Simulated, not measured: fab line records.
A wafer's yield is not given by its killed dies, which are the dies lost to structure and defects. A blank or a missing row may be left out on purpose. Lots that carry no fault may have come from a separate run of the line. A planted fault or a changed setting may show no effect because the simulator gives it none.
fab line records	flow berkeleyCmos170
record lots=14	wafers=42	lastDay=11
route steps=331 shown SDANNEAL@205 PSD@206 NSD@207 PLDD@208 CONTACT@234 M3@325
lots with no fault: from the same line, run without faults
startH: the number of hours between the record's first day and the start of the first shown wafer of the lot	waitH: hours from the lot's prior step to this one	" repeats the value in the row above	L1.1+2: a single row standing in for several wafers	- no value, or no start given	* or withheld: withheld	< > ~ a bound
route shown NAME@n: a module of which the file shows steps, and the number in the route of the first	usual: mean/standard deviation taken from wafers without a fault	same: alike in all rows	chamber/n: place in a boat	sites: readings site by site	_std_site: standard deviation of those values	_edge_site: outer sites' mean less inner sites'	radiusMm: how far each site lies from the wafer's centre	mask NAME#n: copy n	behind: the most recent tool/chamber to have shaped the wafer	hold: why the lot went on hold/how many hours it stayed there/how the hold came to an end	device: names the non-switching transistor (n, p or np)	end of line: tests of these same wafers at the route's end	for a step that has no rows: nothing shown but its recipe	killed: count of dies lost to structure and defects at first sort (not the wafer's yield)	map: a wafer's dies, x killed, . not, _ none there
set.NAME: the run value of the setting; set.NAME@STEP: its run value at that earlier step	model.NAME: the simulator's own value behind a step, which no gauge read
route steps across a sampled set of lots; one table per step, one row per wafer
services: a tool's chamber out of use, with start hour (startH, from the record's first day; less than 0 if before it), hours out, and reason
## steps
# step UCB170_SDANNEAL_RTA_01
# recipe tempC=1050	timeS=5	ambient=N2
# usual lampPowerPct=32.6/2.6	wafer_temp_C_max=1055.8/1.2
lot.wafer	tool	chamber	startH	waitH	lampPowerPct	wafer_temp_C_max
L336.1	rtpAnneal-02	0	137.00	0.1	30.0	1056.4
L336.4	"	0	"	"	30.1	1055.2
L336.5	"	0	"	"	30.0	1054.3
L337.4	rtpAnneal-01	0	137.48	0.1	35.1	1057.7
L337.5	"	0	"	"	35.1	1054.9
L337.6	"	0	"	"	35.1	1056.2
L338.1	rtpAnneal-01	0	141.23	0.1	35.2	1055.3
L338.3	"	0	"	"	35.1	1056.3
L338.4	"	0	"	"	35.1	1056.8
L339.1	rtpAnneal-01	0	149.15	0.1	35.2	1056.9
L339.2	"	0	"	"	35.2	1056.2
L339.5	"	0	"	"	35.1	1054.8
L340.1	rtpAnneal-02	0	160.79	0.1	30.0	1055.9
L340.3	"	0	"	"	30.0	1055.8
L340.4	"	0	"	"	30.0	1054.6
L342.1	rtpAnneal-02	0	168.19	0.1	30.1	1056.4
L342.5	"	0	"	"	30.1	1054.3
L342.6	"	0	"	"	30.0	1054.6
L344.2	rtpAnneal-01	0	182.95	0.1	35.2	1057.7
L344.4	"	0	"	"	35.2	1056.1
L344.5	"	0	"	"	35.1	1056.3
L345.2	rtpAnneal-02	0	197.58	0.1	30.0	1055.2
L345.4	"	0	"	"	30.0	1054.8
L345.5	"	0	"	"	30.1	1058.0
L349.2	rtpAnneal-02	0	205.38	0.1	30.1	1054.1
L349.5	"	0	"	"	30.0	1056.4
L349.6	"	0	"	"	30.0	1053.1
L350.1	rtpAnneal-02	0	208.56	0.1	30.0	1054.6
L350.3	"	0	"	"	30.0	1055.5
L350.6	"	0	"	"	30.0	1055.9
L352.1	rtpAnneal-02	0	209.07	0.1	32.0	1080.7
L352.3	"	0	"	"	32.0	1079.9
L352.6	"	0	"	"	32.0	1080.2
L353.1	rtpAnneal-02	0	219.48	0.1	32.0	1080.1
L353.5	"	0	"	"	32.0	1080.8
L353.6	"	0	"	"	32.0	1079.2
L356.2	rtpAnneal-01	0	242.40	0.1	35.2	1056.1
L356.4	"	0	"	"	35.2	1055.0
L356.6	"	0	"	"	35.2	1058.0
L358.2	rtpAnneal-01	0	252.04	0.1	35.2	1056.0
L358.4	"	0	"	"	35.2	1057.3
L358.5	"	0	"	"	35.1	1057.5
# step UCB170_SDANNEAL_RS_MEAS_02
# recipe thkMeasGauge=four-point-probe
# usual PSD_RS=75.6/0.33
lot.wafer	tool	chamber	startH	waitH	PSD_RS[ohm/sq]
L336.1	filmMetro-04	-	137.06	0.0	75.7
L336.4	"	-	"	"	75.5
L336.5	"	-	"	"	75.8
L337.4	filmMetro-01	-	137.57	0.1	75.4
L337.5	"	-	"	"	75.3
L337.6	"	-	"	"	75.6
L338.1	filmMetro-03	-	141.29	0.0	75.2
L338.3	"	-	"	"	75.6
L338.4	"	-	"	"	75.3
L339.1	filmMetro-04	-	149.21	0.0	76.1
L339.2	"	-	"	"	76.2
L339.5	"	-	"	"	75.9
L340.1	filmMetro-04	-	160.85	0.0	75.6
L340.3	"	-	"	"	75.2
L340.4	"	-	"	"	75.7
L342.1	filmMetro-03	-	168.25	0.0	75.1
L342.5	"	-	"	"	74.8
L342.6	"	-	"	"	74.9
L344.2	filmMetro-01	-	183.02	0.1	75.3
L344.4	"	-	"	"	75.5
L344.5	"	-	"	"	75.3
L345.2	filmMetro-03	-	197.65	0.1	75.8
L345.4	"	-	"	"	76.0
L345.5	"	-	"	"	75.7
L349.2	filmMetro-01	-	205.45	0.1	75.3
L349.5	"	-	"	"	75.3
L349.6	"	-	"	"	75.0
L350.1	filmMetro-04	-	208.62	0.0	74.9
L350.3	"	-	"	"	75.0
L350.6	"	-	"	"	75.3
L352.1	filmMetro-03	-	209.13	0.0	65.3
L352.3	"	-	"	"	65.6
L352.6	"	-	"	"	65.5
L353.1	filmMetro-01	-	219.54	0.0	66.1
L353.5	"	-	"	"	65.8
L353.6	"	-	"	"	65.8
L356.2	filmMetro-01	-	242.47	0.1	74.9
L356.4	"	-	"	"	75.4
L356.6	"	-	"	"	75.5
L358.2	filmMetro-01	-	252.15	0.1	75.8
L358.4	"	-	"	"	75.8
L358.5	"	-	"	"	75.5
# step UCB170_SDANNEAL_RS_MEAS_03
# recipe thkMeasGauge=four-point-probe
# usual NSD_RS=37.29/0.1
lot.wafer	tool	chamber	startH	waitH	NSD_RS[ohm/sq]
L336.1	filmMetro-04	-	137.18	0.1	37.38
L336.4	"	-	"	"	37.28
L336.5	"	-	"	"	37.45
L337.4	filmMetro-01	-	137.69	0.1	37.42
L337.5	"	-	"	"	37.31
L337.6	"	-	"	"	37.48
L338.1	filmMetro-03	-	141.41	0.1	37.25
L338.3	"	-	"	"	37.23
L338.4	"	-	"	"	37.24
L339.1	filmMetro-04	-	149.33	0.1	37.26
L339.2	"	-	"	"	37.21
L339.5	"	-	"	"	37.13
L340.1	filmMetro-04	-	160.97	0.1	37.33
L340.3	"	-	"	"	37.29
L340.4	"	-	"	"	37.46
L342.1	filmMetro-03	-	168.37	0.1	37.17
L342.5	"	-	"	"	37.18
L342.6	"	-	"	"	37.19
L344.2	filmMetro-01	-	183.14	0.1	37.21
L344.4	"	-	"	"	37.25
L344.5	"	-	"	"	37.28
L345.2	filmMetro-03	-	197.77	0.1	37.38
L345.4	"	-	"	"	37.43
L345.5	"	-	"	"	37.35
L349.2	filmMetro-01	-	205.57	0.1	37.37
L349.5	"	-	"	"	37.30
L349.6	"	-	"	"	37.17
L350.1	filmMetro-04	-	208.74	0.1	37.36
L350.3	"	-	"	"	37.37
L350.6	"	-	"	"	37.44
L352.1	filmMetro-03	-	209.25	0.1	35.50
L352.3	"	-	"	"	35.57
L352.6	"	-	"	"	35.50
L353.1	filmMetro-01	-	219.66	0.1	35.59
L353.5	"	-	"	"	35.61
L353.6	"	-	"	"	35.64
L356.2	filmMetro-01	-	242.59	0.1	37.30
L356.4	"	-	"	"	37.25
L356.6	"	-	"	"	37.17
L358.2	filmMetro-01	-	252.27	0.1	37.21
L358.4	"	-	"	"	37.27
L358.5	"	-	"	"	37.23
# step UCB170_SDANNEAL_RS_MEAS_04
# recipe thkMeasGauge=four-point-probe
# usual PLDD_RS=1032.5/2.4
lot.wafer	tool	chamber	startH	waitH	PLDD_RS[ohm/sq]
L336.1	filmMetro-04	-	137.30	0.1	1029.7
L336.4	"	-	"	"	1032.3
L336.5	"	-	"	"	1032.1
L337.4	filmMetro-01	-	137.81	0.1	1030.6
L337.5	"	-	"	"	1031.2
L337.6	"	-	"	"	1030.0
L338.1	filmMetro-03	-	141.53	0.1	1028.3
L338.3	"	-	"	"	1029.5
L338.4	"	-	"	"	1030.5
L339.1	filmMetro-04	-	149.45	0.1	1032.1
L339.2	"	-	"	"	1034.9
L339.5	"	-	"	"	1034.1
L340.1	filmMetro-04	-	161.09	0.1	1034.6
L340.3	"	-	"	"	1035.4
L340.4	"	-	"	"	1036.2
L342.1	filmMetro-03	-	168.49	0.1	1029.0
L342.5	"	-	"	"	1033.4
L342.6	"	-	"	"	1032.5
L344.2	filmMetro-01	-	183.26	0.1	1035.8
L344.4	"	-	"	"	1038.2
L344.5	"	-	"	"	1035.0
L345.2	filmMetro-03	-	197.89	0.1	1036.0
L345.4	"	-	"	"	1032.5
L345.5	"	-	"	"	1031.3
L349.2	filmMetro-01	-	205.69	0.1	1032.1
L349.5	"	-	"	"	1032.5
L349.6	"	-	"	"	1033.0
L350.1	filmMetro-04	-	208.86	0.1	1031.0
L350.3	"	-	"	"	1030.8
L350.6	"	-	"	"	1033.6
L352.1	filmMetro-03	-	209.37	0.1	1009.6
L352.3	"	-	"	"	1011.9
L352.6	"	-	"	"	1013.4
L353.1	filmMetro-01	-	219.78	0.1	1015.1
L353.5	"	-	"	"	1015.1
L353.6	"	-	"	"	1014.7
L356.2	filmMetro-01	-	242.71	0.1	1030.5
L356.4	"	-	"	"	1032.3
L356.6	"	-	"	"	1032.1
L358.2	filmMetro-01	-	252.39	0.1	1029.8
L358.4	"	-	"	"	1028.0
L358.5	"	-	"	"	1032.0
# step UCB170_CONTACT_ETCH_18
# recipe chemistry=CHF3/CF4/Ar	target=PSG	stopOn=TiSi2	CHF3_flow_sccm=45	cf4FlowSccm=15	Ar_flow_sccm=150	pressureMtorr=200	rfW=700	targetDepthA=8400	overEtchFrac=0.2	timeS=195
# usual cf4FlowSccm=14.99/0.041	drypumpMotorCurrentA=5.6/0.38	oesProductAu=0.897/0.013	throttleValvePct=6.95/0.097
lot.wafer	tool	chamber	startH	waitH	cf4FlowSccm	drypumpMotorCurrentA	oesProductAu	rfHoursCounterH	throttleValvePct
L336.1	rieDiel-03	3	-	-	14.99	4.7	0.873	19	7.18
L336.4	"	0	"	"	14.99	5.4	0.897	50	6.76
L336.5	"	0	"	"	14.99	5.5	0.896	-	6.77
L337.4	rieDiel-02	2	-	-	15.03	5.1	0.904	76	6.91
L337.5	"	2	"	"	15.01	5.1	0.893	-	6.88
L337.6	"	1	"	"	15.04	5.4	0.911	-	6.96
L338.1	rieDiel-03	2	-	-	15.08	5.6	0.894	129	7.06
L338.3	"	0	"	"	15.01	5.5	0.895	50	6.76
L338.4	"	3	"	"	14.98	4.7	0.872	19	7.15
L339.1	rieDiel-03	0	-	-	14.95	5.5	0.896	51	6.78
L339.2	"	1	"	"	14.99	5.7	0.900	8	6.89
L339.5	"	2	"	"	14.94	5.6	0.892	-	7.05
L340.1	rieDiel-03	1	-	-	14.94	5.7	0.922	9	6.89
L340.3	"	3	"	"	14.97	4.7	0.882	20	7.16
L340.4	"	2	"	"	15.00	5.6	0.901	130	7.04
L342.1	rieDiel-02	3	-	-	14.94	5.1	0.884	139	6.82
L342.5	"	0	"	"	15.01	6.0	0.898	-	6.89
L342.6	"	3	"	"	15.01	5.1	0.879	-	6.84
L344.2	rieDiel-04	3	-	-	15.06	5.8	0.901	148	6.97
L344.4	"	2	"	"	14.97	6.1	0.898	16	6.92
L344.5	"	3	"	"	15.00	5.8	0.913	-	6.98
L345.2	rieDiel-04	1	-	-	14.97	5.7	0.877	130	7.01
L345.4	"	1	"	"	15.08	5.7	0.875	-	7.01
L345.5	"	2	"	"	15.02	6.1	0.887	-	6.92
L349.2	rieDiel-02	2	-	-	14.99	5.1	0.903	79	6.91
L349.5	"	3	"	"	14.96	5.1	0.889	-	6.84
L349.6	"	0	"	"	14.94	6.0	0.896	-	6.88
L350.1	rieDiel-02	1	-	-	14.96	5.4	0.920	7	6.95
L350.3	"	2	"	"	15.01	5.1	0.902	79	6.90
L350.6	"	0	"	"	14.98	6.0	0.889	-	6.92
L352.1	rieDiel-04	3	-	-	15.00	5.8	0.909	0	6.98
L352.3	"	0	"	"	14.99	6.0	0.895	11	7.02
L352.6	"	2	"	"	14.93	6.1	0.891	-	6.93
L353.1	rieDiel-04	0	-	-	14.98	6.0	0.902	12	7.04
L353.5	"	2	"	"	14.99	6.1	0.889	-	6.92
L353.6	"	1	"	"	15.01	5.7	0.874	-	7.03
L356.2	rieDiel-02	2	-	-	14.99	5.1	0.903	82	6.90
L356.4	"	2	"	"	15.00	5.1	0.905	-	6.91
L356.6	"	1	"	"	15.01	5.4	0.911	-	6.98
L358.2	rieDiel-03	0	-	-	15.10	5.5	0.906	53	6.76
L358.4	"	1	"	"	14.96	5.7	0.901	12	6.90
L358.5	"	3	"	"	14.89	4.7	0.880	-	7.16
# step UCB170_M3_OVL_MEAS_16
# usual M3_OVL=-1/5
lot.wafer	tool	chamber	startH	waitH	M3_OVL[nm]
L337.4	overlay-01	-	164.40	0.1	2
L337.5	"	-	"	"	-5
L337.6	"	-	"	"	9
L336.1	overlay-02	-	164.47	0.1	-1
L336.4	"	-	"	"	-3
L336.5	"	-	"	"	1
L338.1	overlay-01	-	165.22	0.1	-8
L338.3	"	-	"	"	-2
L338.4	"	-	"	"	1
L339.1	overlay-01	-	174.91	0.1	2
L339.2	"	-	"	"	-3
L339.5	"	-	"	"	2
L340.1	overlay-01	-	187.31	0.1	4
L340.3	"	-	"	"	-2
L340.4	"	-	"	"	3
L342.1	overlay-01	-	198.41	0.1	3
L342.5	"	-	"	"	-4
L342.6	"	-	"	"	0
L344.2	overlay-02	-	209.78	0.1	-1
L344.4	"	-	"	"	-6
L344.5	"	-	"	"	3
L345.2	overlay-01	-	223.73	0.1	8
L345.4	"	-	"	"	11
L345.5	"	-	"	"	2
L349.2	overlay-02	-	228.31	0.1	1
L349.5	"	-	"	"	4
L349.6	"	-	"	"	-3
L352.1	overlay-02	-	234.61	0.1	-5
L352.3	"	-	"	"	-4
L352.6	"	-	"	"	-3
L350.1	overlay-02	-	234.97	0.1	-8
L350.3	"	-	"	"	-16
L350.6	"	-	"	"	-7
L353.1	overlay-02	-	244.14	0.1	1
L353.5	"	-	"	"	4
L353.6	"	-	"	"	8
L356.2	overlay-01	-	271.03	0.1	1
L356.4	"	-	"	"	-1
L356.6	"	-	"	"	4
L358.2	overlay-01	-	275.01	0.1	-5
L358.4	"	-	"	"	-6
L358.5	"	-	"	"	-2
# step UCB170_M3_BOW_MEAS_20
# recipe mode=bow
# usual M3_BOW=35/7.5
lot.wafer	tool	chamber	startH	waitH	M3_BOW[um]
L337.4	filmMetro-01	-	164.92	0.1	32
L337.5	"	-	"	"	39
L337.6	"	-	"	"	33
L336.1	filmMetro-04	-	164.95	0.1	45
L336.4	"	-	"	"	32
L336.5	"	-	"	"	33
L338.1	filmMetro-01	-	166.02	0.1	32
L338.3	"	-	"	"	41
L338.4	"	-	"	"	33
L339.1	filmMetro-04	-	175.40	0.1	34
L339.2	"	-	"	"	37
L339.5	"	-	"	"	33
L340.1	filmMetro-01	-	187.98	0.1	44
L340.3	"	-	"	"	38
L340.4	"	-	"	"	30
L342.1	filmMetro-04	-	198.90	0.1	40
L342.5	"	-	"	"	35
L342.6	"	-	"	"	36
L344.2	filmMetro-04	-	210.28	0.1	37
L344.4	"	-	"	"	40
L344.5	"	-	"	"	36
L345.2	filmMetro-01	-	224.23	0.1	18
L345.4	"	-	"	"	26
L345.5	"	-	"	"	35
L349.2	filmMetro-03	-	228.81	0.1	36
L349.5	"	-	"	"	43
L349.6	"	-	"	"	39
L352.1	filmMetro-04	-	235.10	0.1	20
L352.3	"	-	"	"	25
L352.6	"	-	"	"	30
L350.1	filmMetro-04	-	235.46	0.1	33
L350.3	"	-	"	"	33
L350.6	"	-	"	"	34
L353.1	filmMetro-04	-	244.63	0.1	40
L353.5	"	-	"	"	42
L353.6	"	-	"	"	25
L356.2	filmMetro-01	-	271.53	0.1	32
L356.4	"	-	"	"	40
L356.6	"	-	"	"	29
L358.2	filmMetro-03	-	275.51	0.1	46
L358.4	"	-	"	"	41
L358.5	"	-	"	"	40
## services
tool	chamber	startH	hours	kind
rieDiel-03	-	116.01	2.8	pm
rtpAnneal-02	-	126.65	1.0	pm
rieDiel-02	-	127.79	15.6	pm
rieDiel-02	-	145.61	0.7	repair
rieDiel-04	1	150.85	3.4	repair
rieDiel-04	1	174.40	9.4	repair
rieDiel-04	3	192.97	-	clean
rieDiel-04	3	192.97	19.9	scheduledDown
rieDiel-04	3	192.97	19.9	ventCycle
rieDiel-03	-	213.15	28.1	pm
rieDiel-02	3	237.48	-	clean
rieDiel-02	3	237.48	24.9	scheduledDown
rieDiel-02	3	237.48	24.9	ventCycle
rieDiel-04	2	239.53	2.3	repair
## key
firstSign step=UCB170_SDANNEAL_RTA_01	reading=wafer_temp_C_max	direction=up	sigmas=20	usual=*	struck=*
effect step=UCB170_SDANNEAL_RS_MEAS_02	reading=PSD_RS	direction=down	sigmas=30	usual=75.6	struck=65.7
effect step=UCB170_SDANNEAL_RS_MEAS_03	reading=NSD_RS	direction=down	sigmas=17	usual=37.29	struck=35.57
effect step=UCB170_SDANNEAL_RS_MEAS_04	reading=PLDD_RS	direction=down	sigmas=7.9	usual=1032.5	struck=1013.3
metAt UCB170_SDANNEAL_RTA_01
struckLots L352,L353
testerLeftOut L352,L353
notActingAt UCB170_CONTACT_ETCH_18,UCB170_M3_OVL_MEAS_16,UCB170_M3_BOW_MEAS_20
onsetBetween 208.56 209.07
fault kind=processParameterDrift	tool=rtpAnneal-02	chamber=-	onsetH=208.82	steps=UCB170_SDANNEAL_RTA_01	channel=tempC	offset=*	shape=step	endH=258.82	actsIn=*	stated=*
# testerLeftOut: of these lots the tester's yield and bins aren't shown, on N5 and GAA mostly nor the transistor test; their killed dies are dies lost to structure and defects alone, not to doping, threshold or leakage, so they don't give the yield
